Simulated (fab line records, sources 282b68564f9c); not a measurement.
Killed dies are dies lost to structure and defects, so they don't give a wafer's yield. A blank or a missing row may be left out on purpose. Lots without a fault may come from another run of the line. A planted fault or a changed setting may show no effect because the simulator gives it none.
Which tool did it? | flow rit_cmos | 13 lots, 39 wafers sampled, at 4 steps of a route of 202

WHAT THE GAUGES READ, wafer by wafer
RIT_ACTIVE_CD_MEAS_11: target cd 1400 nm. Usual: cd_nm 1399.9 nm, standard deviation 2.7.
lot  | measured    | on        | cd_nm (nm)           | flag
L889 | day 1 14:34 | cd_sem-02 | 1399.0 1400.4 1397.2 |
L891 | day 2 01:22 | cd_sem-01 | 1401.5 1403.4 1403.9 |
L892 | day 2 07:18 | cd_sem-01 | 1404.7 1404.6 1402.3 |
L893 | day 2 11:55 | cd_sem-01 | 1402.3 1403.9 1404.3 |
L900 | day 3 21:58 | cd_sem-02 | 1403.5 1401.9 1404.4 |
L904 | day 4 19:13 | cd_sem-01 | 1396.4 1395.8 1398.7 |
L905 | day 4 22:29 | cd_sem-01 | 1396.1 1400.8 1398.1 |
L906 | day 5 03:26 | cd_sem-02 | 1398.0 1398.6 1397.3 |
L907 | day 5 08:34 | cd_sem-02 | 1399.7 1400.9 1398.6 |
L908 | day 5 13:32 | cd_sem-01 | 1399.6 1402.0 1398.8 |
L909 | day 5 18:46 | cd_sem-02 | 1396.9 1396.6 1393.4 |
L911 | day 6 04:52 | cd_sem-02 | 1398.0 1400.2 1401.5 |
L912 | day 6 09:26 | cd_sem-01 | 1400.1 1399.1 1399.2 |

RIT_GATE_CD_MEAS_90: target cd 150 nm. Usual: cd_nm 149.7 nm, standard deviation 2.7.
lot  | measured    | on        | cd_nm (nm)        | flag
L889 | day 2 18:37 | cd_sem-02 | 149.5 149.8 148.4 |
L891 | day 3 01:25 | cd_sem-02 | 147.8 147.5 147.9 |
L892 | day 3 08:07 | cd_sem-02 | 149.3 151.6 149.0 |
L893 | day 3 09:46 | cd_sem-02 | 152.7 154.6 154.6 |
L900 | day 4 22:20 | cd_sem-02 | 150.4 149.0 151.7 |
L904 | day 5 17:38 | cd_sem-02 | 147.7 145.6 147.9 |
L905 | day 5 23:06 | cd_sem-01 | 150.9 150.6 150.8 |
L906 | day 6 02:26 | cd_sem-01 | 147.5 146.1 146.1 |
L907 | day 6 07:18 | cd_sem-01 | 144.9 144.4 146.6 |
L908 | day 6 12:29 | cd_sem-02 | 148.2 146.4 149.0 |
L909 | day 6 17:13 | cd_sem-01 | 153.4 153.2 151.5 |
L911 | day 7 03:15 | cd_sem-01 | 145.0 146.7 148.0 |
L912 | day 7 09:02 | cd_sem-01 | 148.9 148.8 149.2 |

RIT_NLDD_TW_MEAS_10. Usual: NLDD_TW 2501, standard deviation 26.
lot  | measured    | on            | NLDD_TW        | flag
L889 | day 2 23:07 | film_metro-01 | 2461 2462 2468 |
L891 | day 3 06:02 | film_metro-04 | 2529 2523 2522 |
L892 | day 3 12:42 | film_metro-02 | 2521 2519 2529 |
L893 | day 3 14:39 | film_metro-04 | 2526 2513 2517 |
L900 | day 5 03:52 | film_metro-01 | 2451 2451 2468 |
L904 | day 5 23:26 | film_metro-04 | 2515 2518 2510 |
L905 | day 6 03:40 | film_metro-01 | 2456 2470 2471 |
L906 | day 6 07:31 | film_metro-04 | 2513 2512 2510 |
L907 | day 6 11:55 | film_metro-04 | 2515 2507 2506 |
L908 | day 6 17:24 | film_metro-04 | 2509 2511 2512 |
L909 | day 6 22:25 | film_metro-02 | 2511 2489 2504 |
L911 | day 7 08:46 | film_metro-04 | 2521 2526 2514 |
L912 | day 7 13:38 | film_metro-04 | 2520 2516 2520 |

WHICH TOOL RAN EACH LOT (tool, then ch and the chambers of the sampled wafers, then the start)
lot  | RIT_GATE_CLEAN_01
L889 | wet_bench-01 ch 0, day 2 13:25
L891 | wet_bench-04 ch 2, day 2 18:26
L892 | wet_bench-01 ch 1, day 3 01:28
L893 | wet_bench-01 ch 0, day 3 04:25
L900 | wet_bench-03 ch 0, day 4 16:59
L904 | wet_bench-04 ch 0, day 5 12:31
L905 | wet_bench-04 ch 1, day 5 16:10
L906 | wet_bench-04 ch 1, day 5 20:05
L907 | wet_bench-01 ch 0, day 6 02:09
L908 | wet_bench-04 ch 1, day 6 07:22
L909 | wet_bench-04 ch 3, day 6 12:08
L911 | wet_bench-03 ch 2, day 6 22:16
L912 | wet_bench-03 ch 2, day 7 02:05
- RIT_GATE_CLEAN_01: cleans in SC1, time 600 s.

WHAT THE TOOLS THEMSELVES READ (means of the sampled wafers that have a number; where no wafer has one, the mark that the record gives instead)
RIT_GATE_CLEAN_01. Usual: run_length_s 627 s, standard deviation 3.6.
lot  | tool         | run_length_s (s) | flag
L889 | wet_bench-01 | 627              |
L891 | wet_bench-04 | 624              |
L892 | wet_bench-01 | 627              |
L893 | wet_bench-01 | 727              | OFF
L900 | wet_bench-03 | 624              |
L904 | wet_bench-04 | 633              |
L905 | wet_bench-04 | 632              |
L906 | wet_bench-04 | 625              |
L907 | wet_bench-01 | 627              |
L908 | wet_bench-04 | 625              |
L909 | wet_bench-04 | 632              |
L911 | wet_bench-03 | 624              |
L912 | wet_bench-03 | 631              |

THE ANSWER, worked out from the rows above alone
Rule: a lot is off if the mean of its wafers that have a number lies more than 3 standard deviations from the usual mean. A lot without any number at a reading at which 4 lots or more have one is off too. The other lots that the step has rows for count as sound. The gauges are gone through in route order, then the tools' own readings, and for those a lot's mean is taken as printed above. The first step at which some lot is off is used, and at that step the reading that is off furthest; a lot without a number counts as furthest.
Off: L893, at RIT_GATE_CLEAN_01 (run_length_s).
A tool fits if, at that step or a process step before it, it ran every lot that is off, and no sound lot after the first of them. None of those tried fits.

WHAT THE SIMULATOR HAD PUT IN
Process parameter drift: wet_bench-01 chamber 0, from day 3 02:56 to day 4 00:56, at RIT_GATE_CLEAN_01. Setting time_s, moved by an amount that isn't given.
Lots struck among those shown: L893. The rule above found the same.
